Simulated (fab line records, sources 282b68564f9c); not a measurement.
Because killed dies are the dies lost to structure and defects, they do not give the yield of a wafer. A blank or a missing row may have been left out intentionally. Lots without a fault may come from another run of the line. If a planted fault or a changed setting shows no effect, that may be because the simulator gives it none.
The tool behind it: which one? -- flow rit cmos -- Sampling: 14 lots, 42 wafers, 5 of 202 route steps

WHAT THE GAUGES READ, wafer by wafer
RIT_ACTIVE_CD_MEAS_11: the cd target is 1400 nm.
lot,measured,on,cd nm (nm)
L874,day 1 15:15,cd sem-02,1399.0 1399.5 1400.4
L876,day 2 00:31,cd sem-01,1399.9 1399.6 1398.8
L877,day 2 08:21,cd sem-01,1398.6 1400.8 1399.3
L878,day 2 10:28,cd sem-01,1402.2 1403.3 1403.3
L879,day 2 16:38,cd sem-01,1402.2 1399.8 1401.3
L880,day 2 21:39,cd sem-02,1398.2 1398.9 1399.4
L882,day 3 08:35,cd sem-01,1403.5 1403.2 1402.4
L884,day 3 16:28,cd sem-01,1400.2 1401.9 1401.4
L889,day 4 18:14,cd sem-02,1401.1 1401.0 1401.2
L890,day 4 22:28,cd sem-01,1399.3 1401.4 1400.3
L891,day 5 04:10,cd sem-01,1398.4 1397.7 1397.1
L893,day 5 13:30,cd sem-02,1400.4 1398.8 1399.9
L896,day 6 04:46,cd sem-02,1404.1 1402.6 1400.6
L897,day 6 09:36,cd sem-01,1400.5 1400.8 1402.0

RIT_FOX1_THK_MEAS_01.
lot,measured,on,FOX1_OXIDE_THK (nm)
L874,day 1 18:13,film metro-02,351 352 351
L876,day 2 03:01,film metro-03,360 357 356
L877,day 2 10:46,film metro-03,351 356 358
L878,day 2 13:30,film metro-03,355 352 349
L879,day 2 19:04,film metro-03,368 363 372
L880,day 3 00:28,film metro-02,359 358 368
L882,day 3 10:58,film metro-01,357 354 351
L884,day 3 19:29,film metro-03,356 360 352
L889,day 4 21:04,film metro-01,270 273 269
L890,day 5 02:25,film metro-01,278 273 276
L891,day 5 07:44,film metro-03,354 351 357
L893,day 5 16:14,film metro-01,346 343 350
L896,day 6 08:05,film metro-03,359 359 362
L897,day 6 11:58,film metro-03,357 357 353

RIT_PRETRO_OVL_MEAS_06.
lot,measured,on,PRETRO_OVL (nm)
L874,day 2 07:45,overlay-01,0.5 3.0 1.9
L876,day 2 18:02,overlay-01,0.9 2.6 1.7
L877,day 3 00:28,overlay-02,0.4 0.6 1.0
L878,day 3 03:36,overlay-02,0.7 1.6 1.5
L879,day 3 08:38,overlay-01,3.0 1.8 1.2
L880,day 3 14:16,overlay-02,0.4 0.0 2.2
L882,day 4 00:46,overlay-01,-1.2 0.8 1.0
L884,day 4 09:05,overlay-02,1.2 1.0 0.0
L889,day 5 12:46,overlay-02,0.0 1.2 2.0
L890,day 5 17:04,overlay-01,-0.7 0.4 -0.1
L891,day 5 21:51,overlay-01,-1.5 0.6 -1.0
L893,day 6 05:46,overlay-01,1.9 -0.4 0.6
L896,day 6 23:18,overlay-01,0.2 0.1 -2.3
L897,day 7 01:55,overlay-02,1.0 1.3 1.2

EACH LOT AND THE TOOL THAT RAN IT (in order: tool; ch and the chambers of the sampled wafers; start)
lot,RIT_FOX1_OXIDATION_00,RIT_PRETRO_SOFTBAKE_02
L874,"furnace-03 ch 0, day 1 16:52","litho track-02 ch 0, day 2 07:12"
L876,"furnace-02 ch 0, day 2 01:40","litho track-02 ch 0, day 2 17:31"
L877,"furnace-03 ch 0, day 2 09:28","litho track-02 ch 0, day 2 23:46"
L878,"furnace-02 ch 0, day 2 12:10","litho track-03 ch 0, day 3 02:55"
L879,"furnace-02 ch 0, day 2 17:44","litho track-02 ch 0, day 3 08:04"
L880,"furnace-02 ch 0, day 2 23:07","litho track-03 ch 0, day 3 13:29"
L882,"furnace-03 ch 0, day 3 09:39","litho track-03 ch 0, day 4 00:08"
L884,"furnace-02 ch 0, day 3 18:10","litho track-04 ch 0, day 4 08:28"
L889,"furnace-03 ch 0, day 4 19:45","litho track-02 ch 0, day 5 12:11"
L890,"furnace-03 ch 0, day 5 01:06","litho track-02 ch 0, day 5 16:30"
L891,"furnace-01 ch 0, day 5 06:25","litho track-02 ch 0, day 5 21:16"
L893,"furnace-02 ch 0, day 5 14:55","litho track-04 ch 0, day 6 05:04"
L896,"furnace-02 ch 0, day 6 06:47","litho track-02 ch 0, day 6 22:36"
L897,"furnace-02 ch 0, day 6 10:38","litho track-04 ch 0, day 7 01:16"
- RIT_FOX1_OXIDATION_00: target thk 350.7 nm, ox time 1130 s.
- RIT_PRETRO_SOFTBAKE_02: time 62.63 s.

WHAT THE TOOLS THEMSELVES READ (means of the sampled wafers that have a number; where no wafer has one, the mark that the record gives instead)
RIT_FOX1_OXIDATION_00.
lot,tool,spike tc centre C (C),spike tc load C (C),spike tc source C (C),tube center temp C (C),tube_center_temp_C_max,zone power source pct (%)
L874,furnace-03,1101.7,1122.6,1126,1100,1103.1,41.4
L876,furnace-02,1102.3,1124.8,1119,1100,1102.7,43.8
L877,furnace-03,1102.8,1124.3,1126,1100,1102.6,41.4
L878,furnace-02,1103.1,1126.4,1119,1100,1103.0,44.4
L879,furnace-02,1103.4,1126.0,1120,1100,1102.3,43.7
L880,furnace-02,1102.8,1126.1,1119,1100,1103.2,43.9
L882,furnace-03,1100.9,1123.5,1126,1100,1102.4,41.0
L884,furnace-02,1102.3,1125.4,1119,1100,1103.3,44.2
L889,furnace-03,1061.0,1082.8,1085,1060,1063.3,37.6
L890,furnace-03,1062.0,1081.6,1085,1060,1062.8,37.3
L891,furnace-01,1103.1,1123.7,1126,1100,1103.0,40.8
L893,furnace-02,1102.8,1125.9,1119,1100,1102.9,44.0
L896,furnace-02,1102.1,1125.8,1119,1100,1102.9,44.4
L897,furnace-02,1102.4,1125.9,1119,1100,1102.5,44.2

RIT_PRETRO_SOFTBAKE_02.
lot,tool,plate sensor t centre C (C),plate sensor t edge C (C)
L874,litho track-02,90.973,91.021
L876,litho track-02,90.963,91.021
L877,litho track-02,90.974,91.025
L878,litho track-03,90.967,91.017
L879,litho track-02,90.970,91.018
L880,litho track-03,90.973,91.020
L882,litho track-03,90.971,91.020
L884,litho track-04,90.973,91.014
L889,litho track-02,90.964,91.018
L890,litho track-02,90.979,91.018
L891,litho track-02,90.963,91.029
L893,litho track-04,90.969,91.017
L896,litho track-02,90.966,91.017
L897,litho track-04,90.976,91.027

THE ANSWER, worked out from the rows above alone
Rule: the usual values come from the lots themselves. Put in order of their means at a reading, lots are off if they are a third of the lots or fewer, leave a main group of 4 or more, and stand apart from it by a gap of 3 or more times the standard deviation of the main group's means; of several such gaps the widest counts. A main group is skipped when, at the precision printed for the reading in the tables above, its means are all equal. Also off: a lot with no number at a reading for which 4 or more lots have one. Where the step has rows for the other lots, those lots are counted as sound. After the gauges, taken in route order, come the tools' own readings; for these a lot's mean is taken, as printed above. At the first step where some lot is off, the reading lying furthest off is the one used; lots without a number count as furthest.
Off: L889, L890, seen at RIT_FOX1_THK_MEAS_01 (FOX1_OXIDE_THK). For the main group the mean is 356 nm and the standard deviation 5.2.
A tool fits if, at a process step before that reading, it ran every lot that is off, and no sound lot after the first of them. The gauges at RIT_FOX1_THK_MEAS_01 aren't tried: what is off there is off at RIT_FOX1_OXIDATION_00 too, on other tools, and a gauge's error can't cause that. One fits: furnace-03 at RIT_FOX1_OXIDATION_00. Its last sound lot is L882 (day 3 09:39), its first lot that is off L889 (day 4 19:45): a fault that began between those two fits.
The tool's own readings at RIT_FOX1_OXIDATION_00 bear it out: on the lots that are off they differ by more than 5 times the standard deviation of the sound lots' means. spike tc centre C reads 1061.5 C there against 1102.5 C on the sound lots; spike tc load C reads 1082.2 C there against 1125.0 C on the sound lots; spike tc source C reads 1085 C there against 1121 C on the sound lots; tube center temp C reads 1060 C there against 1100 C on the sound lots; tube_center_temp_C_max reads 1063.0 there against 1102.8 on the sound lots.

WHAT THE SIMULATOR HAD INSERTED
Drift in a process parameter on furnace-03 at RIT_FOX1_OXIDATION_00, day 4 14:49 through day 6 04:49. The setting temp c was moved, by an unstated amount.
Shown lots that were struck: L889, L890. The same result came from the rule above.
